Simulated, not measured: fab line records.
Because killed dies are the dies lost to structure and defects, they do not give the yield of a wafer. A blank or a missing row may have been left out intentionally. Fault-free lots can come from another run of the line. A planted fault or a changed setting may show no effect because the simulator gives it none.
Which of the tools did it? ; flow berkeleyCmos170 ; 12 lots, 36 wafers sampled, at 3 steps of a route of 331

== WHAT THE GAUGES SHOWED, per wafer ==
The record lacks any reading of a measuring or inspecting step that a usual standard deviation could be used to judge.

== WHICH TOOL RAN EACH LOT (tool, then ch and the chambers of the sampled wafers, then the start) ==
lot;UCB170_GATE_ETCH_15;UCB170_PLDD_HMDS_00;UCB170_PLDD_COAT_01
L352;rieSi-01 ch 0,1,3, day 7 17:00;lithoTrack-03 ch 0, day 7 17:27;lithoTrack-03 ch 0, day 7 17:36
L351;rieSi-02 ch 2,3, day 7 17:14;lithoTrack-02 ch 0, day 7 17:52;lithoTrack-02 ch 0, day 7 18:01
L357;rieSi-01 ch 0,1, day 8 17:32;lithoTrack-02 ch 0, day 8 18:15;lithoTrack-02 ch 0, day 8 18:24
L356;rieSi-02 ch 0,2, day 8 17:54;lithoTrack-01 ch 0, day 8 18:37;lithoTrack-01 ch 0, day 8 18:46
L362;rieSi-02 ch 0,1,3, day 9 07:15;-;-
L361;rieSi-01 ch 0,1,3, day 9 07:21;lithoTrack-01 ch 0, day 9 08:22;lithoTrack-01 ch 0, day 9 08:31
L360;rieSi-02 ch 0,3, day 9 07:31;-;-
L364;rieSi-01 ch 0,1,3, day 10 06:42;lithoTrack-01 ch 0, day 10 07:43;lithoTrack-01 ch 0, day 10 07:52
L365;rieSi-01 ch 1,3, day 10 07:11;lithoTrack-02 ch 0, day 10 08:08;lithoTrack-02 ch 0, day 10 08:17
L369;rieSi-01 ch 1,3, day 11 08:28;lithoTrack-01 ch 0, day 11 09:53;lithoTrack-01 ch 0, day 11 10:02
L372;rieSi-01 ch 1,3, day 11 12:46;lithoTrack-02 ch 0, day 11 13:27;lithoTrack-02 ch 0, day 11 13:36
L374;rieSi-01 ch 0,1,3, day 11 19:37;lithoTrack-03 ch 0, day 11 20:35;lithoTrack-03 ch 0, day 11 20:44
- UCB170_GATE_ETCH_15: etches poly-Si in HBr/Cl2, stops on SiO2, time 56.3 s, target depth 278.2 nm.
- UCB170_PLDD_HMDS_00: prime time 60 s.
- UCB170_PLDD_COAT_01: resist thk 900 nm.

== AS READ BY THE TOOLS THEMSELVES (means over the sampled wafers that have a number; for cases with no such wafer, the mark the record gives instead) ==
UCB170_GATE_ETCH_15. Usual: drypumpMotorCurrentA 5.9 A, standard deviation 0.33; oesProductAu 0.833 a.u., standard deviation 0.017; throttleValvePct 26.40 %, standard deviation 0.14.
lot;tool;drypumpMotorCurrentA (A);oesProductAu (a.u.);throttleValvePct (%);flag
L352;rieSi-01;5.6;0.843;26.44;
L351;rieSi-02;6.1;0.830;26.44;
L357;rieSi-01;5.6;0.824;26.47;
L356;rieSi-02;6.0;0.805;26.31;
L362;rieSi-02;6.1;0.649;26.29;OFF
L361;rieSi-01;5.6;0.844;26.44;
L360;rieSi-02;5.9;0.649;26.34;OFF
L364;rieSi-01;5.5;0.853;26.44;
L365;rieSi-01;5.4;0.852;26.46;
L369;rieSi-01;5.4;0.845;26.45;
L372;rieSi-01;5.4;0.850;26.47;
L374;rieSi-01;5.5;0.835;26.45;

== THE ANSWER, worked out from the rows above alone ==
Rule: lot off if the mean of its wafers having a number is beyond 3 standard deviations from the usual mean. Also off: a lot with no number at a reading for which 4 or more lots have one. Any other lot the step has rows for is counted as sound. The gauges are gone through in route order, then the tools' own readings, and for those a lot's mean is taken as printed above. At the first step where some lot is off, the reading lying furthest off is the one used; lots without a number count as furthest.
Off, at UCB170_GATE_ETCH_15 on oesProductAu: L362, L360.
If a tool, at that step or one of the process steps before it, ran each lot that is off and ran no sound lot following the first of them, it fits. One fits: UCB170_GATE_ETCH_15 on rieSi-02. A fault onset in the window from L356 (day 8 17:54, its last sound lot) to L362 (day 9 07:15, its first lot off) fits.
On the lots that are off, the tool's own readings at UCB170_GATE_ETCH_15 differ by more than 5 times the standard deviation of the sound lots' means, which bears it out; oesProductAu reads 0.649 a.u. there versus 0.838 a.u. on the sound lots.

== WHAT THE SIMULATOR HAD PUT IN ==
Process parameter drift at UCB170_GATE_ETCH_15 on rieSi-02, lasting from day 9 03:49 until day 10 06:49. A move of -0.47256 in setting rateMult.
Shown lots that were struck: L362, L360. The same result came from the rule above.
